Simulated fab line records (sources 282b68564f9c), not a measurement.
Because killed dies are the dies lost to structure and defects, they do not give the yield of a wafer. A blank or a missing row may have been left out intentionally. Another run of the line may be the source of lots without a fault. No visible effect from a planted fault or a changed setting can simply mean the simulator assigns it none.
fab line records ; flow rit-cmos
record lots=6; wafers=18; last-day=8
route steps=202 shown NWELL@28 PWELL@39 M1@202
lots with no fault: from the same line, run without faults
start-h: start of the lot's first displayed wafer, in hours after the record's first day ; wait-h: how many hours have passed since the lot's step before this one ; " unchanged from the row above ; L1.1+2: a row that stands for several wafers ; - value missing, or start not given ; * or withheld: withheld ; < > ~ a bound
route shown NAME@n: a module of which the file shows steps, and the number in the route of the first ; usual: average and standard deviation across the fault-free wafers ; same: alike in all rows ; chamber/n: place in a boat ; sites: the reading at each site ; _std_site: the standard deviation of these ; _edge_site: mean of outer sites minus mean of inner sites ; radius-mm: for every site, how far away it sits from the centre of the wafer ; mask NAME#n: copy n ; behind: the last tool/chamber to shape the wafer ; hold: reason for holding the lot/hours on hold/outcome of the hold ; device: transistor that didn't switch, given as n, p or np ; end of line: at the end of the route, the tests of the same wafers ; a step with no rows: only its recipe ; killed: the dies lost at the first sort to structure and to defects; this is not the yield of the wafer ; map: a wafer's dies, x killed, . not, _ none there
set.NAME: the setting that was run; set.NAME@STEP: the one run at that earlier step ; model.NAME: the simulator's own value behind a step, which no gauge read
lots seen at some steps along the route; tables by step, rows by wafer
services: when a tool's chamber went out of use (start-h, in hours from the record's first day, below 0 if earlier), for how many hours, and the reason
## steps
# step RIT_NWELL_HMDS_00
# recipe prime-time-s=60; prime-temp-c=140
# step RIT_NWELL_COAT_01
# recipe resist=NOVOLAK; spin-rpm=2000; resist-thk-nm=1300
# step RIT_NWELL_SOFTBAKE_02
# recipe resist=NOVOLAK; temp-c=90; time-s=60
# step RIT_NWELL_EXPOSE_03
# recipe mask-id=M2; na=0.57; target-cd-nm=43900; dose-mj=250
# step RIT_NWELL_PEB_04
# recipe resist=NOVOLAK; temp-c=withheld; time-s=withheld
# step RIT_NWELL_DEVELOP_05
# recipe resist=NOVOLAK; develop-time-s=68; dev-temp-c=23
# step RIT_NWELL_OVL_MEAS_06
# usual NWELL_OVL=-0.4/1.4
lot.wafer;tool;chamber;start-h;wait-h;NWELL_OVL[nm]
L892.2;overlay-01;-;41.54;-;-0.5
L892.3;overlay-01;-;41.54;-;1.8
L892.4;overlay-01;-;41.54;-;0.3
L895.1;overlay-01;-;58.49;-;-0.3
L895.5;overlay-01;-;58.49;-;-1.1
L895.6;overlay-01;-;58.49;-;0.9
L897.1;overlay-02;-;74.73;-;1.4
L897.2;overlay-02;-;74.73;-;4.6
L897.5;overlay-02;-;74.73;-;2.4
L901.1;overlay-02;-;86.59;-;-0.7
L901.3;overlay-02;-;86.59;-;0.4
L901.4;overlay-02;-;86.59;-;1.1
L903.2;overlay-02;-;97.01;-;-2.7
L903.5;overlay-02;-;97.01;-;-0.8
L903.6;overlay-02;-;97.01;-;0.3
L911.3;overlay-01;-;138.14;-;-1.5
L911.4;overlay-01;-;138.14;-;-0.9
L911.5;overlay-01;-;138.14;-;-4.0
# step RIT_NWELL_HARDBAKE_07
# recipe resist=NOVOLAK; temp-c=140; time-s=120
# step RIT_NWELL_IMPLANT_08
# recipe species=P; energy-kev=170; dose-cm2=5e+13; tilt-deg=7
# step RIT_NWELL_STRIP_09
# recipe chemistry=O2; time-s=180; resist=NOVOLAK; platen-temp-c=withheld; power-w=500; pressure-mtorr=4000; o2-flow-sccm=4000
# usual chamber-pressure-mTorr=4000/3.7; drypump-motor-current-A=5.85/0.3
lot.wafer;tool;chamber;start-h;wait-h;chamber-pressure-mTorr;drypump-motor-current-A;rf-hours-counter-h
L892.2;plasma-asher-03;1;41.97;0.1;4005;5.33;26
L892.3;plasma-asher-03;0;41.97;0.1;3995;6.04;-
L892.4;plasma-asher-03;1;41.97;0.1;4002;5.34;-
L895.1;plasma-asher-02;1;58.93;0.1;4000;5.90;42
L895.5;plasma-asher-02;1;58.93;0.1;4000;5.91;-
L895.6;plasma-asher-02;0;58.93;0.1;3998;6.15;-
L897.1;plasma-asher-01;1;75.16;0.1;3996;5.55;41
L897.2;plasma-asher-01;0;75.16;0.1;3996;6.04;41
L897.5;plasma-asher-01;1;75.16;0.1;4002;5.54;-
L901.1;plasma-asher-01;1;87.02;0.1;3998;5.57;43
L901.3;plasma-asher-01;0;87.02;0.1;4002;6.05;-
L901.4;plasma-asher-01;1;87.02;0.1;3998;5.54;-
L903.2;plasma-asher-02;1;97.44;0.1;4004;5.89;46
L903.5;plasma-asher-02;1;97.44;0.1;3993;5.90;-
L903.6;plasma-asher-02;0;97.44;0.1;4005;6.18;-
L911.3;plasma-asher-02;0;138.62;0.1;4000;6.15;-
L911.4;plasma-asher-02;1;138.62;0.1;4000;5.92;-
L911.5;plasma-asher-02;0;138.62;0.1;3998;6.17;-
# step RIT_NWELL_TW_MEAS_10
# usual NWELL_TW=2150/15
lot.wafer;tool;chamber;start-h;wait-h;NWELL_TW
L892.2;film-metro-04;-;42.16;0.1;2146
L892.3;film-metro-04;-;42.16;0.1;2140
L892.4;film-metro-04;-;42.16;0.1;2152
L895.1;film-metro-04;-;59.10;0.1;2145
L895.5;film-metro-04;-;59.10;0.1;2136
L895.6;film-metro-04;-;59.10;0.1;2140
L897.1;film-metro-02;-;75.34;0.1;2118
L897.2;film-metro-02;-;75.34;0.1;2140
L897.5;film-metro-02;-;75.34;0.1;2142
L901.1;film-metro-01;-;87.20;0.1;2177
L901.3;film-metro-01;-;87.20;0.1;2166
L901.4;film-metro-01;-;87.20;0.1;2168
L903.2;film-metro-02;-;97.62;0.1;2133
L903.5;film-metro-02;-;97.62;0.1;2132
L903.6;film-metro-02;-;97.62;0.1;2129
L911.3;film-metro-04;-;138.76;0.1;2160
L911.4;film-metro-04;-;138.76;0.1;2156
L911.5;film-metro-04;-;138.76;0.1;2158
# step RIT_PWELL_HMDS_00
# recipe prime-time-s=60; prime-temp-c=140
# step RIT_PWELL_COAT_01
# recipe resist=NOVOLAK; spin-rpm=2000; resist-thk-nm=1300
# usual spin-speed-rpm=2000.1/1.6
lot.wafer;tool;chamber;start-h;wait-h;spin-speed-rpm;model.NOVOLAK_of_PWELL_COAT_01.thk-nm
L892.2;litho-track-01;0;42.38;0.1;1995.8;1300
L892.3;litho-track-01;0;42.38;0.1;1998.0;1298
L892.4;litho-track-01;0;42.38;0.1;1999.6;1297
L895.1;litho-track-01;0;59.31;0.1;2001.1;1282
L895.5;litho-track-01;0;59.31;0.1;2002.9;1283
L895.6;litho-track-01;0;59.31;0.1;2003.7;1281
L897.1;litho-track-01;0;75.58;0.1;1999.6;1284
L897.2;litho-track-01;0;75.58;0.1;2001.5;1286
L897.5;litho-track-01;0;75.58;0.1;2001.7;1289
L901.1;litho-track-02;0;87.41;0.1;2002.2;1298
L901.3;litho-track-02;0;87.41;0.1;2000.4;1298
L901.4;litho-track-02;0;87.41;0.1;2001.1;1301
L903.2;litho-track-02;0;97.85;0.1;2000.6;1296
L903.5;litho-track-02;0;97.85;0.1;2001.4;1293
L903.6;litho-track-02;0;97.85;0.1;1998.9;1296
L911.3;litho-track-01;0;139.02;0.1;1999.1;1296
L911.4;litho-track-01;0;139.02;0.1;1998.8;1299
L911.5;litho-track-01;0;139.02;0.1;1999.1;1297
# step RIT_PWELL_SOFTBAKE_02
# recipe resist=NOVOLAK; temp-c=90; time-s=60
# step RIT_PWELL_EXPOSE_03
# recipe mask-id=M3; na=0.57; target-cd-nm=43700; dose-mj=250
# step RIT_PWELL_PEB_04
# recipe resist=NOVOLAK; temp-c=withheld; time-s=withheld
# step RIT_PWELL_DEVELOP_05
# recipe resist=NOVOLAK; develop-time-s=68; dev-temp-c=23
# step RIT_PWELL_OVL_MEAS_06
# usual PWELL_OVL=-0.1/1.3
lot.wafer;tool;chamber;start-h;wait-h;PWELL_OVL[nm]
L892.2;overlay-02;-;43.22;-;-1.6
L892.3;overlay-02;-;43.22;-;-0.3
L892.4;overlay-02;-;43.22;-;0.3
L895.1;overlay-02;-;60.17;-;1.2
L895.5;overlay-02;-;60.17;-;-0.3
L895.6;overlay-02;-;60.17;-;0.2
L897.1;overlay-01;-;76.31;-;-0.3
L897.2;overlay-01;-;76.31;-;0.5
L897.5;overlay-01;-;76.31;-;-0.1
L901.1;overlay-01;-;88.26;-;-3.4
L901.3;overlay-01;-;88.26;-;-0.1
L901.4;overlay-01;-;88.26;-;-1.2
L903.2;overlay-01;-;98.56;-;-1.3
L903.5;overlay-01;-;98.56;-;0.3
L903.6;overlay-01;-;98.56;-;-0.8
L911.3;overlay-02;-;139.84;-;0.3
L911.4;overlay-02;-;139.84;-;0.3
L911.5;overlay-02;-;139.84;-;-0.2
# step RIT_PWELL_HARDBAKE_07
# recipe resist=NOVOLAK; temp-c=140; time-s=120
# usual heater-power-total-W=52.03/0.065
lot.wafer;tool;chamber;start-h;wait-h;heater-power-total-W;model.NOVOLAK_of_PWELL_COAT_01.thk-nm
L892.2;litho-track-02;0;43.29;0.1;51.94;1137
L892.3;litho-track-02;0;43.29;0.1;52.09;1135
L892.4;litho-track-02;0;43.29;0.1;52.02;1135
L895.1;litho-track-02;0;60.21;0.0;51.96;1121
L895.5;litho-track-02;0;60.21;0.0;51.98;1123
L895.6;litho-track-02;0;60.21;0.0;52.07;1121
L897.1;litho-track-01;0;76.34;0.0;52.11;1123
L897.2;litho-track-01;0;76.34;0.0;52.09;1125
L897.5;litho-track-01;0;76.34;0.0;52.07;1127
L901.1;litho-track-04;0;88.30;0.0;52.22;1135
L901.3;litho-track-04;0;88.30;0.0;51.99;1135
L901.4;litho-track-04;0;88.30;0.0;52.14;1137
L903.2;litho-track-01;0;98.63;0.1;51.99;1134
L903.5;litho-track-01;0;98.63;0.1;52.01;1131
L903.6;litho-track-01;0;98.63;0.1;52.04;1133
L911.3;litho-track-04;0;139.95;0.1;52.07;1133
L911.4;litho-track-04;0;139.95;0.1;51.93;1136
L911.5;litho-track-04;0;139.95;0.1;52.10;1134
# step RIT_PWELL_IMPLANT_08
# recipe species=B; energy-kev=170; dose-cm2=7e+13; tilt-deg=7
# step RIT_M1_PROBE_99
# usual killed-at-contacts=0.1/0.32; killed-at-front-end=6/3.1; killed-dies=7/3.2; killed-on-rim=1.7/1.4; killed-open=3.1/1.9; killed-short=3.5/2.2
# same gross-dies=264; killed_at_M0_to_M3=0; killed_at_M4_up=0; killed-at-back-side=0; killed-at-other=0
lot.wafer;tool;chamber;start-h;wait-h;killed-at-contacts;killed-at-front-end;killed-dies;killed-on-rim;killed-open;killed-short
L892.2;prober-02;-;89.68;0.1;0;5;5;0;3;2
L892.3;prober-02;-;89.73;0.2;0;7;7;2;3;4
L892.4;prober-02;-;89.78;0.2;1;9;10;2;7;3
L895.1;prober-01;-;98.20;0.1;0;8;8;1;3;5
L895.5;prober-01;-;98.40;0.2;0;5;5;3;2;3
L895.6;prober-01;-;98.45;0.2;1;3;4;1;1;3
L897.1;prober-02;-;117.31;0.1;0;3;3;0;2;1
L897.2;prober-02;-;117.36;0.1;0;9;9;2;6;3
L897.5;prober-02;-;117.51;0.2;0;4;4;0;0;4
L901.1;prober-01;-;128.00;0.1;0;10;10;3;5;5
L901.3;prober-01;-;128.10;0.2;0;5;5;2;2;3
L901.4;prober-01;-;128.15;0.2;0;5;5;0;3;2
L903.2;prober-01;-;136.69;0.1;0;1;1;0;0;1
L903.5;prober-01;-;136.84;0.2;0;9;9;2;6;3
L903.6;prober-01;-;136.89;0.2;0;14;14;3;9;5
L911.3;prober-02;-;182.31;0.2;0;5;5;2;2;3
L911.4;prober-02;-;182.36;0.2;0;12;12;5;5;7
L911.5;prober-02;-;182.41;0.2;0;4;4;1;1;2
# killed by level:class
L892.2 SILICIDE:geometric-particle:open=2 GATE:geometric-particle:open=1 GATE:geometric-particle:short=1 SPACER:geometric-particle:short=1
L892.3 GATE:geometric-particle:short=2 FOX1:geometric-particle:open=1 GATE:geometric-particle:open=1 REOX:geometric-particle:short=1 SPACER:geometric-particle:open=1 SPACER:geometric-particle:short=1
L892.4 SPACER:geometric-particle:open=3 SILICIDE:geometric-particle:short=2 FOX1:geometric-particle:short=1 FOX2:geometric-particle:open=1 GATE:geometric-particle:open=1 SILICIDE:geometric-particle:open=1 CONTACT:geometric-particle:open=1
L895.1 SILICIDE:geometric-particle:open=3 FOX1:geometric-particle:short=1 GATE:geometric-particle:short=1 REOX:geometric-particle:short=1 SPACER:geometric-particle:short=1 SILICIDE:geometric-particle:short=1
L895.5 GATE:geometric-particle:short=2 FOX1:geometric-particle:open=1 FOX1:geometric-particle:short=1 GATE:geometric-particle:open=1
L895.6 FOX1:geometric-particle:short=1 GATE:geometric-particle:open=1 SPACER:geometric-particle:short=1 CONTACT:geometric-particle:short=1
L897.1 GATE:geometric-particle:short=1 GATE:geometric-particle:open=1 SILICIDE:geometric-particle:open=1
L897.2 REOX:geometric-particle:open=3 GATE:geometric-particle:short=1 GATE:geometric-particle:open=1 REOX:geometric-particle:short=1 SPACER:geometric-particle:open=1 SPACER:geometric-particle:short=1 SILICIDE:geometric-particle:open=1
L897.5 REOX:geometric-particle:short=2 GATE:geometric-particle:short=1 SPACER:geometric-particle:short=1
L901.1 GATE:geometric-particle:short=3 REOX:geometric-particle:open=2 FOX1:geometric-particle:open=1 GATE:geometric-particle:open=1 SILICIDE:geometric-particle:short=1 SILICIDE:geometric-particle:open=1 STARTING-WAFER:geometric-particle:short=1
L901.3 SILICIDE:geometric-particle:short=3 FOX1:geometric-particle:open=1 GATE:geometric-particle:open=1
L901.4 GATE:geometric-particle:open=2 FOX1:geometric-particle:short=1 FOX2:geometric-particle:short=1 SPACER:geometric-particle:open=1
L903.2 SILICIDE:geometric-particle:short=1
L903.5 GATE:geometric-particle:short=3 REOX:geometric-particle:open=2 SILICIDE:geometric-particle:open=2 GATE:geometric-particle:open=1 SPACER:geometric-particle:open=1
L903.6 GATE:geometric-particle:open=5 GATE:geometric-particle:short=4 SPACER:geometric-particle:open=2 FOX2:geometric-particle:open=1 REOX:geometric-particle:open=1 SILICIDE:geometric-particle:short=1
L911.3 GATE:geometric-particle:open=2 GATE:geometric-particle:short=1 SPACER:geometric-particle:short=1 SILICIDE:geometric-particle:short=1
L911.4 GATE:geometric-particle:open=4 GATE:geometric-particle:short=3 FOX2:geometric-particle:short=2 FOX1:geometric-particle:short=1 REOX:geometric-particle:short=1 SPACER:geometric-particle:open=1
L911.5 SPACER:geometric-particle:short=2 SPACER:geometric-particle:open=1 NLDD:coat-microbubble-printed=1
## services
tool;chamber;start-h;hours;kind
plasma-asher-01;-;43.43;1.2;repair
plasma-asher-01;-;108.75;9.0;pm
plasma-asher-01;0;108.75;9.0;vent-cycle
plasma-asher-01;1;108.75;9.0;vent-cycle
plasma-asher-01;0;117.75;-;clean
plasma-asher-01;1;117.75;-;clean
## key
first-sign none at tools or gauges
model-effect step=RIT_PWELL_COAT_01; value=NOVOLAK_of_PWELL_COAT_01.thk-nm; without=1302; struck=1284
model-effect step=RIT_PWELL_HARDBAKE_07; value=NOVOLAK_of_PWELL_COAT_01.thk-nm; without=1138; struck=1123
met-at RIT_PWELL_COAT_01
struck-wafers L895.1,L895.5,L895.6,L897.1,L897.2,L897.5
tester-left-out L895,L897
onset-between 42.38 59.31
fault kind=process-parameter-drift; tool=litho-track-01; chamber=-; onset-h=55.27; steps=RIT_PWELL_COAT_01; channel=resist-thk-nm; offset=-17.562; shape=step; end-h=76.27; acts-in=these-recipes-only; stated=1300
# tester-left-out: of these lots the tester's yield and bins aren't shown, on N5 and GAA mostly nor the transistor test; their killed dies are dies lost to structure and defects alone, not to doping, threshold or leakage, so they don't give the yield
